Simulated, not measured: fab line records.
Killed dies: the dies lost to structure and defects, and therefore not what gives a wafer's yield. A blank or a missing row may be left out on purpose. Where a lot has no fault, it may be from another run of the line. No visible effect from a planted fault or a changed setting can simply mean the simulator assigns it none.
Problem report, 8D (eight disciplines) form, completed by code | flow rit cmos | the parts of the form that need people (team, actions taken, sign-off) are left out

1. PROBLEM STATEMENT
At RIT_NRETRO_IMPLANT_08, beam energy keV averages 79.081 over 9 wafers from 3 lots, while fault-free wafers read 70.001, standard deviation 0.022. So: +99 or more standard deviations from the usual mean.
Seen first at day 5 03:58 on implanter-02, wafer L644.2. At this step, 45 wafers from 15 lots have a number in the record. By rule, "out" or "out of limits" means more than 4 standard deviations away from the usual mean. Any other wafer with a number is counted as sound.

2. WHAT IT IS, WHAT IT ISN'T
question                    | is                     | is not
which readings at this step | beam energy keV        | -
which lots                  | L644, L646, L647       | L631, L632, L635, L636, L637, L640, L643, L649, L650, L651, L652, L654
which wafers of those lots  | all that have a number | -
read on which tools         | implanter-02           | implanter-01, implanter-03
when                        | from day 5 03:58       | up to then (21 sound wafers); but 15 sound wafers of L649, L650, L651, L652, L654 came after

3. WHAT RULES OUT EACH SUSPECT
Counting: a tool at a process step up to the reading stays a suspect if it ran every lot that is out and no sound lot after the first of them.
- implanter-02 at RIT_NRETRO_IMPLANT_08: kept. Every lot that is out went through it, starting with L644 (day 5 03:58), and after that it ran no sound lot; the last sound lot it ran before then is L640 (day 4 04:07). Its own readings are out on those wafers: beam energy keV.
Remaining after the count: implanter-02 at RIT_NRETRO_IMPLANT_08.

4. THE CAUSE (what the simulator had put in)
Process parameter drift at RIT_NRETRO_IMPLANT_08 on implanter-02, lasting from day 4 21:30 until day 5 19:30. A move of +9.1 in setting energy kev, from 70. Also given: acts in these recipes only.
The count eliminated every tool but this one.

5. THE EFFECT CHAIN, in route order
Each row: a reading where the mean over the struck wafers with a number is more than 3 standard deviations away from the usual. Only readings for which the record gives a usual standard deviation are gone through. hours: the time from each lot's start at the first step in this table that gives one to its start at this step, as a median over the lots. sigmas: the change in usual standard deviations.
hours | step                  | reading         | usual  | on struck wafers | change | sigmas
0     | RIT_NRETRO_IMPLANT_08 | beam energy keV | 70.001 | 79.081           | +9.080 | +99 or more
0     | RIT_NRETRO_TW_MEAS_10 | NRETRO_TW       | 1048   | 1094             | +46    | +3.3
Process steps it contains:
- RIT_NRETRO_IMPLANT_08
At these later measuring or inspecting steps, every struck wafer for which the step has a row has a number for every such reading, and none has moved that far: RIT_SILICIDE_RS_MEAS_02.

6. HOW IT WOULD HAVE BEEN CAUGHT EARLIER
The fault began at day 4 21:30; the first out-of-limits reading in this record came at day 5 03:58, 6 hours later.
